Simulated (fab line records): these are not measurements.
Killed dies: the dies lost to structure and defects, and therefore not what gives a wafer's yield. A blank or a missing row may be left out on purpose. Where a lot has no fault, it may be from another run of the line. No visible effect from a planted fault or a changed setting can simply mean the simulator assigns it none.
Lot-split experiment | flow berkeley cmos170 | 5 lots, 23 wafers read, on a route of 331 steps

## SPLIT DETAILS
At UCB170_V2_COAT_07 (resist thk 900 nm), the setting spin rpm was moved away from the recipe's 1500 rpm on 9 of the 23 wafers read, by -7.2% to -5.3%. The other wafers ran this setting at the recipe's value.

## FROM THE SPLIT TO THE READING: what the file shows between them, 2 steps
- UCB170_V2_SOFTBAKE_08: time 60 s
- UCB170_V2_EXPOSE_09: exposes mask VIA2, target cd 700 nm

## THE READING
KrF_of_V2_COAT_07.thk nm (the simulator's own value, which no gauge read), in nm, at UCB170_V2_ETCH_14 (etches SiO2 in CHF3/CF4/Ar, stops on Al, target depth 1250 nm, time 291 s). There is no usual value for it anywhere in the file. Average 609.9 nm, standard deviation 5.7 nm, over the 14 wafers here run with the recipe.

wafer  | tool, chamber at the split | spin rpm as run, rpm | against the recipe | KrF_of_V2_COAT_07.thk nm, nm | against lot-mates on the recipe
L074.1 | litho track-03, 0          | 1405                 | -6.3%              | 630.6                        | +20.2
L074.2 | litho track-03, 0          | 1405                 | -6.3%              | 638.7                        | +28.3
L074.4 | litho track-03, 0          | 1500                 | recipe             | 615.4                        | -
L074.5 | litho track-03, 0          | 1405                 | -6.3%              | 626.3                        | +15.9
L074.6 | litho track-03, 0          | 1500                 | recipe             | 605.4                        | -
L075.1 | litho track-01, 0          | 1500                 | recipe             | 604.1                        | -
L075.3 | litho track-01, 0          | 1500                 | recipe             | 600.7                        | -
L075.6 | litho track-01, 0          | 1500                 | recipe             | 601.6                        | -
L078.1 | litho track-01, 0          | 1500                 | recipe             | 601.7                        | -
L078.3 | litho track-01, 0          | 1500                 | recipe             | 617.8                        | -
L078.4 | litho track-01, 0          | 1500                 | recipe             | 612.7                        | -
L078.5 | litho track-01, 0          | 1500                 | recipe             | 612.3                        | -
L078.6 | litho track-01, 0          | 1500                 | recipe             | 612.3                        | -
L079.1 | litho track-01, 0          | 1420                 | -5.3%              | 633.5                        | +21.7
L079.2 | litho track-01, 0          | 1420                 | -5.3%              | 645.9                        | +34.1
L079.4 | litho track-01, 0          | 1500                 | recipe             | 611.8                        | -
L079.6 | litho track-01, 0          | 1500                 | recipe             | 611.8                        | -
L079.5 | litho track-01, 0          | 1420                 | -5.3%              | 634.2                        | +22.4
L081.2 | litho track-01, 0          | 1500                 | recipe             | 615.9                        | -
L081.3 | litho track-01, 0          | 1392                 | -7.2%              | 638.3                        | +23.0
L081.4 | litho track-01, 0          | 1500                 | recipe             | 614.7                        | -
L081.5 | litho track-01, 0          | 1392                 | -7.2%              | 646.2                        | +30.9
L081.6 | litho track-01, 0          | 1392                 | -7.2%              | 651.2                        | +35.9

FIT RESULTS
A straight line over all 23 wafers: KrF_of_V2_COAT_07.thk nm changes by -4.5 nm for each +1% of spin rpm; r = -0.91; the points scatter about the line by 6.6 nm.
The same after taking each lot's own level away (the mean of its wafers on the recipe; 23 wafers): -4.05 nm for each +1%; r = -0.93; scatter 5.2 nm.
That fit puts the effect of the largest move of spin rpm on the reading at 29 nm.
The span of the lots' own levels, 602.13 to 615.30 nm, comes to 2.3 times the standard deviation stated above.
So the slope is not independent of the lot-to-lot level: the two fits are not the same.
Check: for one of the wafers moved furthest among these (-7.2%), held out of the fit, the line's prediction against its lot-mates is +30.4 nm. It came out at +23 nm against them.

## OTHER SPLITS APPLIED TO THESE WAFERS
Before the reading, these wafers also passed through other splits. Each is held against what the fit with the lots' levels taken away leaves over:
other split on the same wafers   | wafers away from the commonest value | r with KrF_of_V2_COAT_07.thk nm (lot level and that fit taken away)
UCB170_M1_PEB_07 peb temp c      | 8                                    | -0.38
UCB170_V1_PEB_10 peb temp c      | 11                                   | -0.57
UCB170_V1_ETCH_14 over etch frac | 9                                    | +0.06
UCB170_M2_COAT_05 resist thk nm  | 8                                    | +0.30

## THE WHOLE CHAIN: every reading that the file lists as answering this split, in the file's order
step               | what it does                                                              | reading                                                                   | change (the file's fit)              | r (the file's)
UCB170_V2_COAT_07  | resist thk 900 nm                                                         | KrF_of_V2_COAT_07.thk nm (the simulator's own value, which no gauge read) | -4.73 nm for each +1% of the setting | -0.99
UCB170_V2_ETCH_14  | etches SiO2 in CHF3/CF4/Ar, stops on Al, target depth 1250 nm, time 291 s | KrF_of_V2_COAT_07.thk nm (the simulator's own value, which no gauge read) | -4.08 nm for each +1% of the setting | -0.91
UCB170_V2_STRIP_15 | strips in O2                                                              | strip time to endpoint s                                                  | withheld for each +1% of the setting | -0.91

## FILE'S OWN FIT
KrF_of_V2_COAT_07.thk nm changes by -4.08 nm for each +1% of spin rpm, r = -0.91.
